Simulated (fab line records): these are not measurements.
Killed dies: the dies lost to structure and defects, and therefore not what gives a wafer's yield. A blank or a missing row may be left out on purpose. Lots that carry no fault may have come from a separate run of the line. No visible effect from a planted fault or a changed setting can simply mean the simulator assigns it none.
fab line records	flow rit-cmos
[record] lots = 14	wafers = 42	last-day = 7
route steps=202 shown ACTIVE@1 FOX2@80 M1@202
lots that met no fault: taken from a fault-free run of the same line
start-h: hours from the record's first day to the start of the lot's first wafer shown	wait-h: time in hours since the lot's previous step	" identical to the entry in the row above	L1.1+2: a single row standing in for several wafers	- no value, or no start given	* or withheld: withheld	< > ~ a bound
route shown NAME@n: names a module that has steps shown in the file, with the first one's number in the route	usual: mean/standard deviation of fault-free wafers	same: alike in all rows	chamber/n: place in a boat	sites: the reading at each site	_std_site: standard deviation across them	_edge_site: inner sites' mean taken away from outer sites' mean	radius-mm: for every site, how far away it sits from the centre of the wafer	mask NAME#n: copy n	behind: tool/chamber where the wafer was last shaped	hold: reason for holding the lot/hours on hold/outcome of the hold	device: whichever transistor did not switch (one of n, p or np)	end of line: the tests these same wafers got at the end of their route	a step with no rows: only its recipe	killed: the dies lost at the first sort to structure and to defects; this is not the yield of the wafer	map: a wafer's dies, x killed, . not, _ none there
set.NAME: setting as actually run; set.NAME@STEP: the setting as run at that earlier step	model.NAME: the simulator's own value behind a step, which no gauge read
a sample of lots followed through the steps of the route, with each step as a table and each wafer as a row
services: when a tool's chamber went out of use (start-h, in hours from the record's first day, below 0 if earlier), for how many hours, and the reason
[[steps]]
[step RIT_ACTIVE_BOW_MEAS_00]
[recipe] mode = bow
[usual] INCOMING_BOW = 0/6.4
lot.wafer	tool	chamber	start-h	wait-h	INCOMING_BOW[um]
L302.1	film-metro-02	-	15.00	-	-14
L302.3	"	-	"	"	3
L302.4	"	-	"	"	1
L303.3	film-metro-04	-	20.04	-	1
L303.5	"	-	"	"	-1
L303.6	"	-	"	"	4
L304.3	film-metro-04	-	25.04	-	4
L304.4	"	-	"	"	2
L304.5	"	-	"	"	3
L306.3	film-metro-01	-	35.04	-	-1
L306.5	"	-	"	"	14
L306.6	"	-	"	"	12
L307.2	film-metro-04	-	40.02	-	6
L307.4	"	-	"	"	-4
L307.6	"	-	"	"	2
L309.1	film-metro-02	-	50.00	-	3
L309.5	"	-	"	"	-13
L309.6	"	-	"	"	-1
L311.1	film-metro-02	-	60.00	-	5
L311.2	"	-	"	"	-3
L311.6	"	-	"	"	5
L312.1	film-metro-02	-	65.00	-	1
L312.4	"	-	"	"	-6
L312.5	"	-	"	"	8
L314.1	film-metro-02	-	75.00	-	10
L314.4	"	-	"	"	3
L314.6	"	-	"	"	-4
L316.2	film-metro-02	-	85.02	-	-11
L316.3	"	-	"	"	17
L316.4	"	-	"	"	-3
L317.1	film-metro-01	-	90.00	-	-9
L317.2	"	-	"	"	6
L317.5	"	-	"	"	6
L318.1	film-metro-04	-	95.00	-	-8
L318.3	"	-	"	"	-4
L318.5	"	-	"	"	5
L319.2	film-metro-02	-	100.02	-	-21
L319.4	"	-	"	"	-9
L319.5	"	-	"	"	0
L321.1	film-metro-02	-	110.00	-	10
L321.4	"	-	"	"	1
L321.5	"	-	"	"	-5
[step RIT_ACTIVE_OXIDATION_01]
[recipe] temp-c = 1000	ambient = O2	target-thk-a = 468	ox-time-s = 3360
[usual] spike-tc-centre-C = 1001.8/1.6	spike-tc-load-C = 1030/5.3	spike-tc-source-C = 1023.0/1.2	tube-center-temp-C = 1000/0.089	tube_center_temp_C_max = 1002.5/0.43
lot.wafer	tool	chamber	start-h	wait-h	spike-tc-centre-C	spike-tc-load-C	spike-tc-source-C	tube-center-temp-C	tube_center_temp_C_max
L302.1	furnace-04	0	15.42	0.4	1001.2	1024	1020.5	1000	1002.4
L302.3	"	0	"	"	1001.5	1027	1022.2	999.96	1003.4
L302.4	"	0	"	"	1002.1	1029	1021.3	1000.1	1002.4
L303.3	furnace-01	0	21.37	1.3	1002.4	1024	1026.2	999.99	1002.6
L303.5	"	0	"	"	1004.4	1026	1025.6	999.98	1002.0
L303.6	"	0	"	"	1003.6	1023	1023.1	1000.1	1002.9
L304.3	furnace-04	0	25.33	0.3	1002.5	1027	1022.0	999.95	1002.5
L304.4	"	0	"	"	1002.1	1028	1024.4	1000.2	1002.5
L304.5	"	0	"	"	1002.0	1026	1023.6	1000	1002.8
L306.3	furnace-01	0	36.18	1.1	1003.5	1026	1022.4	999.96	1002.8
L306.5	"	0	"	"	1003.3	1027	1024.9	1000	1001.9
L306.6	"	0	"	"	1002.5	1025	1023.2	999.9	1002.3
L307.2	furnace-03	0	40.12	0.1	1001.7	1036	1023.0	1000	1001.9
L307.4	"	0	"	"	1001.3	1036	1021.9	1000.1	1003.5
L307.6	"	0	"	"	1000.9	1037	1022.2	1000	1002.5
L309.1	furnace-03	0	50.12	0.1	999.0	1036	1023.7	1000.1	1001.9
L309.5	"	0	"	"	1000.3	1036	1023.8	1000.1	1002.2
L309.6	"	0	"	"	1000.2	1035	1023.7	999.95	1002.4
L311.1	furnace-03	0	60.12	0.1	998.4	1037	1022.2	1000.2	1003.6
L311.2	"	0	"	"	1001.1	1037	1021.9	1000.1	1002.7
L311.6	"	0	"	"	999.1	1036	1023.5	999.97	1002.3
L312.1	furnace-03	0	65.42	0.4	999.5	1036	1021.8	999.98	1002.2
L312.4	"	0	"	"	1000.0	1038	1023.3	1000.1	1002.2
L312.5	"	0	"	"	999.8	1037	1023.4	1000.3	1003.3
L314.1	furnace-01	0	75.41	0.4	1003.8	1026	1024.4	999.91	1002.4
L314.4	"	0	"	"	1004.2	1025	1025.9	999.96	1002.9
L314.6	"	0	"	"	1002.2	1026	1024.9	1000.1	1001.9
L316.2	furnace-04	0	85.36	0.3	1003.4	1027	1023.6	999.97	1002.3
L316.3	"	0	"	"	1000.4	1029	1022.5	999.88	1002.0
L316.4	"	0	"	"	1000.6	1026	1021.4	999.98	1001.9
L317.1	furnace-04	0	90.36	0.3	989.8	1017	1009.5	988.09	990.2
L317.2	"	0	"	"	989.8	1014	1012.4	987.9	990.4
L317.5	"	0	"	"	989.9	1013	1009.8	988.04	990.7
L318.1	furnace-01	0	95.12	0.1	1004.6	1025	1022.9	1000	1002.4
L318.3	"	0	"	"	1002.3	1024	1024.0	1000	1002.4
L318.5	"	0	"	"	1003.7	1024	1025.6	999.99	1002.8
L319.2	furnace-04	0	100.12	0.1	990.0	1013	1010.4	988.09	991.7
L319.4	"	0	"	"	990.3	1013	1008.6	987.95	991.0
L319.5	"	0	"	"	991.1	1015	1009.4	987.96	990.5
L321.1	furnace-01	0	114.81	4.8	1002.9	1025	1025.0	999.98	1002.4
L321.4	"	0	"	"	1004.5	1024	1023.6	999.95	1002.9
L321.5	"	0	"	"	1004.7	1024	1023.4	999.9	1002.0
[step RIT_ACTIVE_THK_MEAS_02]
[recipe] reads = SiO2_of_ACTIVE_OXIDATION_01
[usual] ACTIVE_OXIDE_THK = 46.5/0.81
lot.wafer	tool	chamber	start-h	wait-h	ACTIVE_OXIDE_THK[nm]
L302.1	film-metro-02	-	17.35	0.0	46.2
L302.3	"	-	"	"	46.7
L302.4	"	-	"	"	46.0
L303.3	film-metro-01	-	23.32	0.0	46.2
L303.5	"	-	"	"	46.4
L303.6	"	-	"	"	46.5
L304.3	film-metro-01	-	27.29	0.0	46.4
L304.4	"	-	"	"	46.6
L304.5	"	-	"	"	46.4
L306.3	film-metro-01	-	38.14	0.0	45.8
L306.5	"	-	"	"	46.2
L306.6	"	-	"	"	45.7
L307.2	film-metro-02	-	42.06	0.0	45.5
L307.4	"	-	"	"	46.1
L307.6	"	-	"	"	44.9
L309.1	film-metro-01	-	52.05	0.0	47.0
L309.5	"	-	"	"	47.9
L309.6	"	-	"	"	47.1
L311.1	film-metro-02	-	62.05	0.0	47.5
L311.2	"	-	"	"	47.1
L311.6	"	-	"	"	46.8
L312.1	film-metro-01	-	67.35	0.0	45.4
L312.4	"	-	"	"	45.5
L312.5	"	-	"	"	45.0
L314.1	film-metro-02	-	77.34	0.0	46.4
L314.4	"	-	"	"	46.3
L314.6	"	-	"	"	46.6
L316.2	film-metro-04	-	87.31	0.0	46.6
L316.3	"	-	"	"	45.8
L316.4	"	-	"	"	46.4
L317.1	film-metro-04	-	92.29	0.0	40.7
L317.2	"	-	"	"	41.3
L317.5	"	-	"	"	41.1
L318.1	film-metro-02	-	97.05	0.0	47.2
L318.3	"	-	"	"	46.9
L318.5	"	-	"	"	47.3
L319.2	film-metro-04	-	102.06	0.0	39.8
L319.4	"	-	"	"	40.1
L319.5	"	-	"	"	39.7
L321.1	film-metro-02	-	116.75	0.0	47.8
L321.4	"	-	"	"	47.6
L321.5	"	-	"	"	48.0
[step RIT_ACTIVE_STRIP_14]
[recipe] chemistry = O2	time-s = 180	resist = NOVOLAK	platen-temp-c = withheld	power-w = 500	pressure-mtorr = 4000	o2-flow-sccm = 4000
[usual] drypump-motor-current-A = 6.08/0.25
lot.wafer	tool	chamber	start-h	wait-h	drypump-motor-current-A	rf-hours-counter-h
L302.1	plasma-asher-04	1	20.15	0.1	6.39	33
L302.3	"	1	"	"	6.34	-
L302.4	"	0	"	"	6.04	-
L303.3	plasma-asher-03	1	26.28	0.1	5.98	-
L303.5	"	0	"	"	6.13	-
L303.6	"	1	"	"	5.99	-
L304.3	plasma-asher-03	1	30.95	0.1	5.98	-
L304.4	"	0	"	"	6.14	-
L304.5	"	0	"	"	6.18	-
L306.3	plasma-asher-03	1	41.09	0.1	5.96	-
L306.5	"	1	"	"	5.96	-
L306.6	"	0	"	"	6.16	-
L307.2	plasma-asher-04	0	44.84	0.1	6.03	36
L307.4	"	1	"	"	6.40	-
L307.6	"	0	"	"	6.04	-
L309.1	plasma-asher-03	0	54.84	0.1	6.12	28
L309.5	"	1	"	"	5.94	-
L309.6	"	0	"	"	6.14	-
L311.1	plasma-asher-01	1	66.75	0.1	5.70	43
L311.2	"	0	"	"	5.66	43
L311.6	"	0	"	"	5.69	-
L312.1	plasma-asher-01	1	71.74	0.1	5.65	44
L312.4	"	1	"	"	5.67	-
L312.5	"	1	"	"	5.67	-
L314.1	plasma-asher-04	0	80.26	0.1	6.03	41
L314.4	"	0	"	"	6.04	-
L314.6	"	0	"	"	6.05	-
L316.2	plasma-asher-04	0	90.09	0.1	6.03	42
L316.3	"	1	"	"	6.39	-
L316.4	"	0	"	"	6.04	-
L317.1	plasma-asher-04	1	95.45	0.1	6.38	42
L317.2	"	0	"	"	6.06	42
L317.5	"	1	"	"	6.43	-
L318.1	plasma-asher-04	1	99.84	0.1	6.45	43
L318.3	"	0	"	"	6.04	-
L318.5	"	1	"	"	6.40	-
L319.2	plasma-asher-03	1	104.84	0.1	5.95	33
L319.4	"	1	"	"	5.95	-
L319.5	"	0	"	"	6.13	-
L321.1	plasma-asher-04	1	119.66	0.1	6.40	45
L321.4	"	0	"	"	6.05	-
L321.5	"	0	"	"	6.06	-
[step RIT_FOX2_THK_MEAS_91]
[recipe] reads = SiO2_of_FOX2_OXIDATION_00
[usual] FIELD_OXIDE_LEFT_2_THK = 255/6.4
lot.wafer	tool	chamber	start-h	wait-h	FIELD_OXIDE_LEFT_2_THK[nm]
L302.1	film-metro-02	-	40.45	0.0	266
L302.3	"	-	"	"	275
L302.4	"	-	"	"	258
L303.3	film-metro-02	-	45.49	0.0	249
L303.5	"	-	"	"	255
L303.6	"	-	"	"	249
L304.3	film-metro-03	-	48.44	0.0	254
L304.4	"	-	"	"	245
L304.5	"	-	"	"	251
L306.3	film-metro-03	-	58.72	0.0	254
L306.5	"	-	"	"	251
L306.6	"	-	"	"	247
L307.2	film-metro-02	-	63.84	0.0	262
L307.4	"	-	"	"	251
L307.6	"	-	"	"	261
L309.1	film-metro-03	-	76.30	0.0	246
L309.5	"	-	"	"	243
L309.6	"	-	"	"	242
L311.1	film-metro-03	-	84.22	0.0	250
L311.2	"	-	"	"	250
L311.6	"	-	"	"	248
L312.1	film-metro-03	-	89.39	0.0	258
L312.4	"	-	"	"	255
L312.5	"	-	"	"	255
L314.1	film-metro-04	-	97.15	0.0	261
L314.4	"	-	"	"	263
L314.6	"	-	"	"	260
L316.2	film-metro-04	-	109.03	0.0	260
L316.3	"	-	"	"	268
L316.4	"	-	"	"	262
L317.1	film-metro-03	-	113.90	0.0	252
L317.2	"	-	"	"	258
L317.5	"	-	"	"	253
L318.1	film-metro-03	-	119.26	0.0	259
L318.3	"	-	"	"	264
L318.5	"	-	"	"	265
L319.2	film-metro-02	-	126.12	0.0	251
L319.4	"	-	"	"	250
L319.5	"	-	"	"	250
L321.1	film-metro-02	-	140.55	0.0	258
L321.4	"	-	"	"	255
L321.5	"	-	"	"	258
[step RIT_M1_PROBE_99]
[usual] killed_at_M0_to_M3 = 0.0/0.12	killed-at-contacts = 0.0/0.2	killed-at-front-end = 6.6/2.8	killed-dies = 6.6/2.8	killed-open = 3.3/1.9	killed-short = 3.2/1.8
[same] gross-dies = 264	killed_at_M4_up = 0	killed-at-back-side = 0	killed-at-other = 0
lot.wafer	tool	chamber	start-h	wait-h	killed_at_M0_to_M3	killed-at-contacts	killed-at-front-end	killed-dies	killed-open	killed-short
L303.3	prober-02	-	73.69	0.2	0	0	2	2	0	2
L303.5	prober-02	-	73.79	0.2	0	0	10	10	3	7
L303.6	prober-02	-	73.84	0.2	0	0	5	5	3	2
L307.2	prober-02	-	88.72	0.1	0	0	8	8	4	4
L307.4	prober-02	-	88.82	0.2	0	0	8	8	3	5
L307.6	prober-02	-	88.92	0.2	0	1	10	11	5	6
L311.1	prober-02	-	111.51	0.1	0	0	9	9	4	5
L311.2	prober-02	-	111.56	0.1	0	0	3	3	0	3
L311.6	prober-02	-	111.76	0.2	0	0	5	5	3	2
L312.1	prober-01	-	116.06	0.1	0	0	11	11	5	6
L312.4	prober-01	-	116.21	0.2	0	0	4	4	3	1
L312.5	prober-01	-	116.26	0.2	0	0	7	7	6	1
L314.1	prober-01	-	122.87	0.1	0	0	6	6	4	2
L314.4	prober-01	-	123.02	0.2	0	0	7	7	4	3
L314.6	prober-01	-	123.12	0.2	0	0	10	10	4	6
L317.1	prober-02	-	148.21	0.1	0	0	8	8	4	4
L317.2	prober-02	-	148.26	0.1	0	0	11	11	6	5
L317.5	prober-02	-	148.41	0.2	0	0	10	10	6	4
L318.1	prober-01	-	149.71	0.1	0	0	2	2	1	1
L318.3	prober-01	-	149.81	0.2	1	0	4	5	1	4
L318.5	prober-01	-	149.91	0.2	0	0	9	9	8	1
L321.1	prober-02	-	167.64	0.1	0	0	3	3	2	1
L321.4	prober-02	-	167.79	0.2	0	0	8	8	4	4
L321.5	prober-02	-	167.84	0.2	0	0	1	1	1	0
// killed by level:class
L303.3 GATE:geometric-particle:short=1 SPACER:geometric-particle:short=1
L303.5 GATE:geometric-particle:short=3 GATE:geometric-particle:open=2 SPACER:geometric-particle:short=2 SILICIDE:geometric-particle:short=2 SILICIDE:geometric-particle:open=1
L303.6 FOX1:geometric-particle:short=1 FOX1:geometric-particle:open=1 GATE:geometric-particle:open=1 GATE:geometric-particle:short=1 SPACER:geometric-particle:open=1
L307.2 FOX2:geometric-particle:open=2 FOX1:geometric-particle:short=1 FOX2:geometric-particle:short=1 GATE:geometric-particle:open=1 REOX:geometric-particle:short=1 SPACER:geometric-particle:short=1 SPACER:geometric-particle:open=1
L307.4 SPACER:geometric-particle:short=3 FOX2:geometric-particle:open=2 FOX2:geometric-particle:short=1 SPACER:geometric-particle:open=1 SILICIDE:geometric-particle:short=1
L307.6 SPACER:geometric-particle:open=2 FOX1:geometric-particle:open=1 FOX2:geometric-particle:open=1 FOX2:geometric-particle:short=1 GATE:geometric-particle:short=1 REOX:geometric-particle:short=1 SILICIDE:geometric-particle:open=1 SPACER:geometric-particle:short=1
L311.1 FOX1:geometric-particle:open=4 GATE:geometric-particle:short=4 FOX1:geometric-particle:short=1
L311.2 FOX1:geometric-particle:short=1 GATE:geometric-particle:short=1 SPACER:geometric-particle:short=1
L311.6 FOX1:geometric-particle:open=1 FOX1:geometric-particle:short=1 FOX2:geometric-particle:open=1 SILICIDE:geometric-particle:open=1 SILICIDE:geometric-particle:short=1
L312.1 FOX1:geometric-particle:open=3 GATE:geometric-particle:short=3 FOX1:geometric-particle:short=1 REOX:geometric-particle:short=1 SPACER:geometric-particle:open=1 SPACER:geometric-particle:short=1 SILICIDE:geometric-particle:open=1
L312.4 FOX1:geometric-particle:short=1 GATE:geometric-particle:open=1 REOX:geometric-particle:open=1 SPACER:geometric-particle:open=1
L312.5 SILICIDE:geometric-particle:open=3 FOX1:geometric-particle:open=1 FOX2:geometric-particle:short=1 REOX:geometric-particle:open=1 SPACER:geometric-particle:open=1
L314.1 GATE:geometric-particle:open=2 GATE:geometric-particle:short=1 REOX:geometric-particle:open=1 SPACER:geometric-particle:open=1 SILICIDE:geometric-particle:short=1
L314.4 GATE:geometric-particle:open=3 GATE:geometric-particle:short=2 REOX:geometric-particle:open=1 REOX:geometric-particle:short=1
L314.6 GATE:geometric-particle:short=3 REOX:geometric-particle:open=2 GATE:geometric-particle:open=1 REOX:geometric-particle:short=1 SPACER:geometric-particle:short=1 SPACER:geometric-particle:open=1 SILICIDE:geometric-particle:short=1
L317.1 GATE:geometric-particle:short=3 FOX2:geometric-particle:open=2 GATE:geometric-particle:open=1 REOX:geometric-particle:short=1 SPACER:geometric-particle:open=1
L317.2 GATE:geometric-particle:short=3 SPACER:geometric-particle:open=2 SILICIDE:geometric-particle:open=2 FOX2:geometric-particle:open=1 FOX2:geometric-particle:short=1 GATE:geometric-particle:open=1 REOX:geometric-particle:short=1
L317.5 GATE:geometric-particle:open=3 GATE:geometric-particle:short=2 SPACER:geometric-particle:short=2 FOX2:geometric-particle:open=1 REOX:geometric-particle:open=1 SPACER:geometric-particle:open=1
L318.1 ACTIVE:geometric-particle:open=1 GATE:geometric-particle:short=1
L318.3 GATE:geometric-particle:short=3 SPACER:geometric-particle:open=1 M1:geometric-particle:short=1
L318.5 GATE:geometric-particle:open=4 SPACER:geometric-particle:open=4 REOX:geometric-particle:short=1
L321.1 GATE:geometric-particle:open=1 REOX:geometric-particle:open=1 SPACER:geometric-particle:short=1
L321.4 GATE:geometric-particle:open=2 SILICIDE:geometric-particle:short=2 FOX2:geometric-particle:open=1 GATE:geometric-particle:short=1 REOX:geometric-particle:short=1 SPACER:geometric-particle:open=1
L321.5 SILICIDE:geometric-particle:open=1
[[services]]
tool	chamber	start-h	hours	kind
plasma-asher-04	-	-2.07	2.8	pm
furnace-04	-	9.82	4.0	pm
furnace-03	-	18.86	3.1	pm
plasma-asher-03	-	57.27	5.9	repair
plasma-asher-01	-	105.85	1.3	repair
furnace-04	-	108.32	15.8	pm
plasma-asher-01	-	108.39	19.9	repair
[[key]]
[first-sign] step = RIT_ACTIVE_OXIDATION_01	reading = tube-center-temp-C	direction = down	sigmas = 99+	usual = *	struck = *
[effect] step = RIT_ACTIVE_OXIDATION_01	reading = tube_center_temp_C_max	direction = down	sigmas = 28	usual = *	struck = *
[effect] step = RIT_ACTIVE_THK_MEAS_02	reading = ACTIVE_OXIDE_THK	direction = down	sigmas = 7.5	usual = 46.5	struck = 40.5
met-at RIT_ACTIVE_OXIDATION_01
struck-lots L317,L319
tester-left-out L317,L319
not-acting-at RIT_ACTIVE_BOW_MEAS_00,RIT_ACTIVE_STRIP_14,RIT_FOX2_THK_MEAS_91
onset-between 85.36 90.36
[fault] kind = process-parameter-drift	tool = furnace-04	chamber = -	onset-h = 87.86	steps = RIT_ACTIVE_OXIDATION_01	channel = temp-c	offset = *	shape = step	end-h = 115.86	acts-in = *	stated = *
// tester-left-out: of these lots the tester's yield and bins aren't shown, on N5 and GAA mostly nor the transistor test; their killed dies are dies lost to structure and defects alone, not to doping, threshold or leakage, so they don't give the yield
